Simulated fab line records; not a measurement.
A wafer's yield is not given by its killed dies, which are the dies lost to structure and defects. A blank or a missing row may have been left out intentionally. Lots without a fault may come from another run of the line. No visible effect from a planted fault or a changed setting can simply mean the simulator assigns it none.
A lot that was struck, set against a sound lot ; flow rit cmos ; 43 steps out of a route of 202
Sound: wafers L343.2, L343.3, L343.4. Struck: wafers L353.1, L353.3, L353.5. Last of all comes the cause.
Each step with rows lists, per side, the tool, then ch with its chambers, then its first start. Under that, the readings that differ: sound wafers ; struck wafers ; difference of the means ; sigmas: that difference in standard deviations of wafers without a fault.
alike: words and numbers the same on both sides, and readings whose means are apart by under 2 such deviations; not compared: readings that were withheld, readings missing a value for some wafer, numbers with overlapping values and no deviation given by the record, and bounds like >300 which may hide the same value.
A row with sigmas, a row that says differs or no value, or rows on one side alone: a step with any of these is where the two part. Non-overlapping numbers with no deviation appear without sigmas and do not part them. Lack of a reading on every wafer of one side parts them only where that side has two or more wafers.

first, 1 step without rows for these wafers: RIT_PRETRO_DEVELOP_05 (develop time 68 s).
RIT_PRETRO_OVL_MEAS_06:
  struck on overlay-01, day 5 03:32; sound on overlay-02, day 3 00:34
  alike: PRETRO_OVL
then, 2 steps without rows for these wafers: RIT_PRETRO_HARDBAKE_07 (time 120 s); RIT_PRETRO_IMPLANT_08.
RIT_PRETRO_STRIP_09: strips in O2, time 180 s.
  sound on plasma asher-02 ch 0,1, day 3 00:59; struck on plasma asher-03 ch 0,1, day 5 03:58
  alike: drypump motor current A
  not compared: rf hours counter h
RIT_PRETRO_TW_MEAS_10:
  struck on film metro-03, day 5 04:09; sound on film metro-01, day 3 01:10
  alike: PRETRO_TW
then, 5 steps without rows for these wafers: RIT_GATE_WET_ETCH_00 (etches SiO2 in BOE, target depth 56 nm, time 60 s); RIT_GATE_CLEAN_01 (cleans in SC1, time 600 s); RIT_GATE_CLEAN_02 (cleans in dHF, time 30 s); RIT_GATE_CLEAN_03 (cleans in SC2, time 600 s); RIT_GATE_CLEAN_04 (cleans in dHF, time 60 s).
RIT_FOX2_THK_MEAS_91:
  struck on film metro-04, day 5 04:38; sound on film metro-01, day 3 01:41
  alike: FIELD_OXIDE_LEFT_2_THK
RIT_GATE_OXIDATION_05: target thk 3 nm, ox time 270 s.
  sound on furnace-01 ch 0, day 3 02:11; struck on furnace-03 ch 0, day 5 07:03
  alike: spike tc load C
then, 1 step without rows for these wafers: RIT_GATE_ANNEAL_06 (time 600 s).
RIT_GATE_THK_MEAS_07:
  struck on film metro-01, day 5 09:32; sound on film metro-01, day 3 05:28
  alike: GATE_OXIDE_THK
then, 1 step without rows for these wafers: RIT_GATE_CVD_08 (deposits poly-Si from SiH4, target thk 250 nm, time 2220 s).
RIT_GATE_THK_MEAS_09:
  struck on film metro-02, day 5 11:13; sound on film metro-04, day 3 08:18
  alike: GATE_POLY_THK
then, 6 steps without rows for these wafers: RIT_GATE_HMDS_10 (prime time 60 s); RIT_GATE_COAT_11 (resist thk 850 nm); RIT_GATE_SOFTBAKE_12 (time 60 s); RIT_GATE_EXPOSE_13 (exposes mask M6, target cd 150 nm); RIT_GATE_PEB_14; RIT_GATE_DEVELOP_15 (develop time 50 s).
RIT_GATE_CD_MEAS_16: the cd target is 150 nm.
  struck on cd sem-02, day 5 12:15; sound on cd sem-02, day 3 09:21
  alike: cd nm
RIT_GATE_OVL_MEAS_17:
  struck on overlay-02, day 5 12:22; sound on overlay-02, day 3 09:27
  alike: GATE_OVL
then, 1 step without rows for these wafers: RIT_GATE_HARDBAKE_18 (time 60 s).
RIT_GATE_ETCH_19: etches poly-Si in SF6/CHF3/O2, stops on SiO2, time 165 s, target depth 312.5 nm.
  sound on rie si-02 ch 1,2,3, day 3 09:38; struck on rie si-02 ch 1,2,3, day 5 12:34
  alike: drypump motor current A, oes product au, throttle valve pct
  not compared: rf hours counter h
RIT_GATE_STRIP_20: strips in O2, time 180 s.
  sound on plasma asher-03 ch 0,1, day 3 09:44; struck on plasma asher-03 ch 0,1, day 5 12:40
  alike: drypump motor current A
  not compared: rf hours counter h
RIT_GATE_CD_MEAS_90: the cd target is 150 nm.
  struck on cd sem-01, day 5 12:50; sound on cd sem-01, day 3 09:56
  alike: cd nm
then, 4 steps without rows for these wafers: RIT_REOX_CLEAN_00 (cleans in SC1, time 600 s); RIT_REOX_CLEAN_01 (cleans in dHF, time 30 s); RIT_REOX_CLEAN_02 (cleans in SC2, time 600 s); RIT_REOX_OXIDATION_03 (target thk 25.2 nm, ox time 5580 s).
RIT_REOX_THK_MEAS_04:
  struck on film metro-03, day 5 15:53; sound on film metro-04, day 3 12:58
  alike: REOX_OXIDE_THK
then, 6 steps without rows for these wafers: RIT_NLDD_HMDS_00 (prime time 60 s); RIT_NLDD_COAT_01 (resist thk 1000 nm); RIT_NLDD_SOFTBAKE_02 (time 60 s); RIT_NLDD_EXPOSE_03 (exposes mask M7, target cd 40700 nm); RIT_NLDD_PEB_04; RIT_NLDD_DEVELOP_05 (develop time 50 s).
RIT_NLDD_OVL_MEAS_06:
  struck on overlay-02, day 5 17:04; sound on overlay-02, day 3 13:55
reading;sound;struck;difference;sigmas
NLDD_OVL (nm);-0.3 -0.4 0.0;4.8 2.8 0.4;+2.9;+2
then, 1 step without rows for these wafers: RIT_NLDD_HARDBAKE_07 (time 60 s).
RIT_M1_PROBE_99:
  struck on prober-01, day 6 10:02; sound on prober-02, day 4 05:31
reading;sound;struck;difference;sigmas
killed at front end;7 8 6;161 181 171;+164;+61
killed dies;7 8 6;161 181 171;+164;+61
killed on rim;2 1 2;48 49 43;+45;+38
  alike: killed at contacts, killed open, killed short

WHERE THEY PART
First at RIT_NLDD_OVL_MEAS_06; last, within this record, at RIT_M1_PROBE_99.

WHY: what the simulator had put in
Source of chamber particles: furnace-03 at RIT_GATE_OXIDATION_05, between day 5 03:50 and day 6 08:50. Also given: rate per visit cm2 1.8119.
